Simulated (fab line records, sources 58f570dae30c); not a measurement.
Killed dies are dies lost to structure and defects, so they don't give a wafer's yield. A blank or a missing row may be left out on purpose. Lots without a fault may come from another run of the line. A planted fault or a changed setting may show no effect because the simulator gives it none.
Which tool did it? | flow berkeley_cmos170 | 6 lots, 18 wafers sampled, at 3 steps of a route of 331

WHAT THE GAUGES READ, wafer by wafer
UCB170_V2_OVL_MEAS_13.
lot  | measured     | on         | V2_OVL (nm)
L811 | day 8 08:47  | overlay-02 | -1 -5 -6
L814 | day 9 06:25  | overlay-01 | -3 -3 2
L817 | day 9 18:51  | overlay-02 | 8 2 1
L821 | day 10 03:04 | overlay-02 | 14 10 4
L823 | day 10 14:16 | overlay-02 | 4 2 3
L830 | day 11 18:58 | overlay-02 | 7 10 7

WHICH TOOL RAN EACH LOT (tool, then ch and the chambers of the sampled wafers, then the start)
lot  | UCB170_M2_ETCH_17                  | UCB170_V2_CVD_00
L811 | rie_diel-03 ch 2,3, day 8 06:23    | pecvd-03 ch 1,2, day 8 06:50
L814 | rie_diel-04 ch 1,2, day 9 04:07    | pecvd-04 ch 1,2, day 9 04:34
L817 | rie_diel-02 ch 1,2,3, day 9 12:16  | pecvd-02 ch 0,2, day 9 12:47
L821 | rie_diel-04 ch 0,2, day 10 00:23   | pecvd-04 ch 0,2, day 10 00:55
L823 | rie_diel-03 ch 1,2,3, day 10 11:30 | pecvd-02 ch 0,1,2, day 10 11:57
L830 | rie_diel-02 ch 0,2,3, day 11 15:07 | pecvd-03 ch 0,1,2, day 11 15:38
- UCB170_M2_ETCH_17: etches BARC in N2/H2.
- UCB170_V2_CVD_00: deposits SiO2 from TEOS/O2, target thk 2000 nm, time 250 s.

THE ANSWER, worked out from the rows above alone
Rule: what is usual is taken from the lots themselves. Put in order of their means at a reading, lots are off if they are a third of the lots or fewer, leave a main group of 4 or more, and stand apart from it by a gap of 3 or more times the standard deviation of the main group's means; of several such gaps the widest counts. A main group whose means are all the same, to the digits that the tables above print for the reading, isn't used. A lot without any number at a reading at which 4 lots or more have one is off too. The other lots that the step has rows for count as sound.
No lot is off at any reading shown: from this, nothing can be told.

WHAT THE SIMULATOR HAD PUT IN
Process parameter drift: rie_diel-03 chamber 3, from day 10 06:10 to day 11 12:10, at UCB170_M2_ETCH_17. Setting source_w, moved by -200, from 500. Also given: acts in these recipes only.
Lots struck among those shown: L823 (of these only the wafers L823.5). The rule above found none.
